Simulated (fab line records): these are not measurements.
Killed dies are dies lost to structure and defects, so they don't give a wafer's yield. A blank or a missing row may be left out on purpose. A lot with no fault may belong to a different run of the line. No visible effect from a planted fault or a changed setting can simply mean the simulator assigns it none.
Tool commonality check ; flow ritCmos ; 42 wafers sampled across 14 lots

== THE REASON FOR OPENING IT ==
Of 14 lots, 3 have the reading GATE_POLY_THK flagged at RIT_GATE_THK_MEAS_09. Wafers without a fault read 249.5 nm, standard deviation 2.3.
Rule: a lot is flagged when every wafer of it that has a number lies more than 4 standard deviations from that mean, or none has a number. The rest of the lots are taken to be sound.

lot;measured;on;GATE_POLY_THK (nm), wafer by wafer;flag
L260;day 2 13:14;filmMetro-04;246.1 246.1 244.5;
L261;day 2 17:43;filmMetro-03;247.1 249.4 250.7;
L262;day 2 22:31;filmMetro-01;437.8 436.3 436.4;FLAGGED
L264;day 3 07:18;filmMetro-03;433.1 432.4 432.4;FLAGGED
L265;day 3 13:23;filmMetro-03;248.4 250.1 247.2;
L266;day 3 18:28;filmMetro-04;433.6 434.3 435.2;FLAGGED
L275;day 5 14:00;filmMetro-04;251.2 251.7 249.1;
L277;day 5 23:46;filmMetro-03;248.8 248.3 247.2;
L278;day 6 05:35;filmMetro-03;251.8 250.1 250.0;
L279;day 6 10:44;filmMetro-03;251.5 248.8 250.7;
L280;day 6 15:42;filmMetro-04;251.3 250.6 252.0;
L281;day 6 21:05;filmMetro-01;254.3 252.6 252.9;
L282;day 7 00:58;filmMetro-03;245.6 245.6 245.3;
L283;day 7 08:17;filmMetro-03;251.1 250.7 252.3;
On average the flagged lots' numbers are 434.6 nm, which is +185.1 nm against the usual, or +80 standard deviations.

== TOOL THAT RAN EACH LOT ==
The record holds 1 process step before the reading, out of a route of 202 steps. In each cell: the tool, then ch and the chambers that the sampled wafers went through, then the start.
lot;flag;RIT_GATE_CVD_08
L260;;lpcvd-01 ch 1, day 2 11:37
L261;;lpcvd-01 ch 1, day 2 16:06
L262;FLAGGED;lpcvd-01 ch 1, day 2 20:53
L264;FLAGGED;lpcvd-01 ch 0, day 3 05:41
L265;;lpcvd-02 ch 0, day 3 11:45
L266;FLAGGED;lpcvd-01 ch 1, day 3 16:50
L275;;lpcvd-02 ch 0, day 5 12:23
L277;;lpcvd-02 ch 0, day 5 22:10
L278;;lpcvd-02 ch 1, day 6 03:58
L279;;lpcvd-01 ch 1, day 6 09:07
L280;;lpcvd-02 ch 0, day 6 14:04
L281;;lpcvd-01 ch 0, day 6 18:39
L282;;lpcvd-02 ch 1, day 6 23:20
L283;;lpcvd-02 ch 0, day 7 06:39
What is done by these steps:
- RIT_GATE_CVD_08: deposits poly-Si from SiH4, target thk 250 nm, time 2220 s.
- RIT_GATE_THK_MEAS_09

== FLAGGED AGAINST TOTAL, ONE TOOL AT A TIME (gauges that did the reading follow at the end) ==
step;tool;lots run;flagged;share of the flagged lots;sound lots run after its first flagged lot
RIT_GATE_CVD_08;lpcvd-01;7;3;all;2 (L279,L281)
RIT_GATE_CVD_08;lpcvd-02;7;0;none;-
RIT_GATE_THK_MEAS_09;filmMetro-01;2;1;some;1 (L281)
RIT_GATE_THK_MEAS_09;filmMetro-03;8;1;some;6 (L265,L277,L278,L279,L282,L283)
RIT_GATE_THK_MEAS_09;filmMetro-04;4;1;some;2 (L275,L280)

== WHAT THE TABLE PERMITS ==
1 row of the table ran every flagged lot: lpcvd-01 at RIT_GATE_CVD_08.
- lpcvd-01 at RIT_GATE_CVD_08 ran 7 lots, 3 of them flagged. Sound lots followed the first flagged one (L279, L281) on it, something a lasting fault affecting the whole tool could not allow.
Not one row of the table ran every flagged lot while running no sound lot after the first.

== WHAT WAS PUT IN BY THE SIMULATOR ==
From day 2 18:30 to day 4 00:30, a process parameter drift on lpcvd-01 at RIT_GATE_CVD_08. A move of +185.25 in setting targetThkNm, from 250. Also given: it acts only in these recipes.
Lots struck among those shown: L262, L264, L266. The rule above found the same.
